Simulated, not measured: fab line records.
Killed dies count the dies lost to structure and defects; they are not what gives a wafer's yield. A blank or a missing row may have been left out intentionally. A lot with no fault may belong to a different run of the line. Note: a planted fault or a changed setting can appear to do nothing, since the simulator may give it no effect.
Matching of chambers ; flow berkeley cmos170 ; UCB170_ACTIVE_ETCH_15 on rie diel-01 has 4 sister chambers
The step etches Si3N4 in CH3F/Ar/O2, stops on SiO2, target depth 242 nm, time 151 s. 8 wafers are shown with their chamber, then 7 later ones without.

## WAFERS PAIRED WITH THEIR CHAMBERS
wafer;chamber;throttle valve pct (%);drypump motor current A (A)
L586.2;2;8.25;6.0
L586.3;1;8.15;6.3
L590.6;0;8.10;6.0
L595.1;3;8.09;6.1
L595.2;0;8.10;6.1
L595.4;1;8.15;6.3
L600.3;2;8.23;6.0
L600.4;3;8.09;6.1

## WAFERS MISSING THEIR CHAMBER
wafer;throttle valve pct (%);drypump motor current A (A)
L600.5;8.10;6.0
L603.1;8.07;6.0
L603.4;8.24;5.9
L603.5;8.24;5.9
L605.3;8.08;6.1
L605.4;8.25;6.0
L605.6;8.10;6.0

## WHICH CHAMBER EACH ONE RAN IN
wafer;from the rows above;in truth
L600.5;can't be placed: 0 or 3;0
L603.1;can't be placed: 3 or 0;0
L603.4;2;2
L603.5;2;2
L605.3;can't be placed: 3 or 0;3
L605.4;2;2
L605.6;can't be placed: 0 or 3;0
3 of 7 placed correctly. Not placeable from these rows: 4 (in 4, the candidates include the true chamber). Wrongly placed: 0.
How it was worked out, from the rows above alone: a wafer's distance from a chamber is the root of the sum, over the readings, of the square of ((its reading less the chamber's mean) divided by the reading's scatter). The wafer belongs to the nearest chamber; if the next one is less than 2 further off, it can't be placed. A chamber's mean is the mean of its shown wafers. The scatter: the root of (the sum of the squares of (reading less its chamber's mean) over the shown wafers, divided by (wafers less chambers)).
